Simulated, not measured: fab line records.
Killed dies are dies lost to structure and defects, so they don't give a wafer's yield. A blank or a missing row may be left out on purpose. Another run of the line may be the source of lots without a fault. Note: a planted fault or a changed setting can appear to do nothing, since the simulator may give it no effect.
Lot-split experiment ; flow ritCmos ; on a route of 202 steps: 5 lots, 23 wafers read

## THE SPLIT ITSELF
At RIT_PWELL_SOFTBAKE_02 (time 60 s), the setting tempC was moved away from the recipe's 90 C on 8 of the 23 wafers read, by -3.4% to +3.3%. The other wafers ran this setting at the recipe's value.

## FROM THE SPLIT TO THE READING: what the file shows between them, 2 steps
- RIT_PWELL_EXPOSE_03: exposes mask M3, target cd 43700 nm
- RIT_PWELL_PEB_04

## THE READING
NOVOLAK_of_PWELL_COAT_01.thkNm (the simulator's own value, which no gauge read), in nm, at RIT_PWELL_DEVELOP_05 (develop time 68 s). There is no usual value for it anywhere in the file. Across the 15 wafers here that went through the recipe, the average is 1302 nm and the standard deviation 4.1 nm.

wafer;tool, chamber at the split;tempC as run, C;against the recipe;NOVOLAK_of_PWELL_COAT_01.thkNm, nm;against lot-mates on the recipe
L074.1;lithoTrack-04, 0;90;recipe;1301;-
L074.3;lithoTrack-04, 0;90;recipe;1302;-
L074.6;lithoTrack-04, 0;90;recipe;1302;-
L074.4;lithoTrack-04, 0;90;recipe;1306;-
L074.5;lithoTrack-04, 0;90;recipe;1299;-
L075.1;lithoTrack-04, 0;87.98;-2.2%;1303;+6
L075.2;lithoTrack-04, 0;90;recipe;1297;-
L075.3;lithoTrack-04, 0;90;recipe;1295;-
L075.4;lithoTrack-04, 0;87.98;-2.2%;1302;+5
L075.6;lithoTrack-04, 0;90;recipe;1298;-
L077.1;lithoTrack-04, 0;93;+3.3%;1290;-12
L077.3;lithoTrack-04, 0;93;+3.3%;1290;-12
L077.2;lithoTrack-04, 0;90;recipe;1302;-
L077.4;lithoTrack-04, 0;90;recipe;1302;-
L077.5;lithoTrack-04, 0;93;+3.3%;1286;-16
L080.1;lithoTrack-03, 0;90;recipe;1310;-
L080.4;lithoTrack-03, 0;90;recipe;1308;-
L080.6;lithoTrack-03, 0;90;recipe;1308;-
L082.1;lithoTrack-03, 0;86.93;-3.4%;1315;+13
L082.4;lithoTrack-03, 0;86.93;-3.4%;1315;+13
L082.2;lithoTrack-03, 0;86.93;-3.4%;1313;+11
L082.3;lithoTrack-03, 0;90;recipe;1301;-
L082.5;lithoTrack-03, 0;90;recipe;1303;-

FIT RESULTS
A straight line over all 23 wafers: NOVOLAK_of_PWELL_COAT_01.thkNm changes by -3.38 nm for each +1% of tempC; r = -0.84; the points scatter about the line by 4.2 nm.
The same after taking each lot's own level away (the mean of its wafers on the recipe; 23 wafers): -3.67 nm for each +1%; r = -0.97; scatter 1.7 nm.
Per that fit: largest tempC move, reading shift of 13 nm.
Measured against the standard deviation above, the lots' own levels, which go from 1296.7 to 1308.7 nm, span 2.9 times it.
So the lot-to-lot level changes the slope little: the two slopes agree.
Check: with one of the wafers moved furthest among these (-3.4%) left out of the fit, the line predicts +12 nm for it against its lot-mates. It came out at +13 nm against them.

## FURTHER SPLITS ON THESE WAFERS
These wafers also went through other splits before the reading. Each is held against what the fit with the lots' levels taken away leaves over:
other split on the same wafers;wafers away from the commonest value;r with NOVOLAK_of_PWELL_COAT_01.thkNm (lot level and that fit taken away)
RIT_ACTIVE_EXPOSE_08 doseMj;9;+0.04
RIT_NWELL_IMPLANT_08 doseCm2;8;+0.12

## THE FILE'S OWN FIT
NOVOLAK_of_PWELL_COAT_01.thkNm changes by -3.58 nm for each +1% of tempC, r = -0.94.
